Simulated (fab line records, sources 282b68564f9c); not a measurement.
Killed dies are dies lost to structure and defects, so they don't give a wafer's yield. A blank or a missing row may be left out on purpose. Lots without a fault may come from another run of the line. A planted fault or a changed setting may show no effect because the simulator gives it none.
Which tool did it? | flow rit_cmos | 9 lots, 27 wafers sampled, at 2 steps of a route of 202

WHAT THE GAUGES READ, wafer by wafer
The record holds no reading of a measuring or inspecting step that can be judged against a usual standard deviation.

WHICH TOOL RAN EACH LOT (tool, then ch and the chambers of the sampled wafers, then the start)
lot  | RIT_FOX2_WET_ETCH_03           | RIT_M1_PROBE_99
L816 | wet_bench-04 ch 1, day 1 20:07 | -
L817 | wet_bench-04 ch 3, day 2 01:10 | -
L818 | wet_bench-04 ch 1, day 2 04:50 | -
L819 | wet_bench-03 ch 0, day 2 12:47 | -
L820 | wet_bench-04 ch 3, day 2 15:50 | -
L827 | wet_bench-04 ch 3, day 4 04:16 | prober-01, day 5 21:39
L834 | wet_bench-02 ch 2, day 5 14:25 | -
L836 | wet_bench-02 ch 1, day 6 01:08 | -
L839 | wet_bench-04 ch 0, day 6 17:22 | -
- RIT_FOX2_WET_ETCH_03: etches Si3N4 in H3PO4, target depth 195 nm, time 2700 s.
- RIT_M1_PROBE_99

WHAT THE TOOLS THEMSELVES READ (means of the sampled wafers that have a number; where no wafer has one, the mark that the record gives instead)
RIT_M1_PROBE_99.
lot  | tool      | killed_at_contacts | killed_at_front_end | killed_dies | killed_on_rim | killed_open | killed_short
L827 | prober-01 | 0.0                | 23.7                | 23.7        | 10.0          | 3.0         | 4.0

THE ANSWER, worked out from the rows above alone
Rule: what is usual is taken from the lots themselves. Put in order of their means at a reading, lots are off if they are a third of the lots or fewer, leave a main group of 4 or more, and stand apart from it by a gap of 3 or more times the standard deviation of the main group's means; of several such gaps the widest counts. A main group whose means are all the same, to the digits that the tables above print for the reading, isn't used. A lot without any number at a reading at which 4 lots or more have one is off too. The other lots that the step has rows for count as sound. The gauges are gone through in route order, then the tools' own readings, and for those a lot's mean is taken as printed above. The first step at which some lot is off is used, and at that step the reading that is off furthest; a lot without a number counts as furthest.
No lot is off at any reading shown: from this, nothing can be told.

WHAT THE SIMULATOR HAD PUT IN
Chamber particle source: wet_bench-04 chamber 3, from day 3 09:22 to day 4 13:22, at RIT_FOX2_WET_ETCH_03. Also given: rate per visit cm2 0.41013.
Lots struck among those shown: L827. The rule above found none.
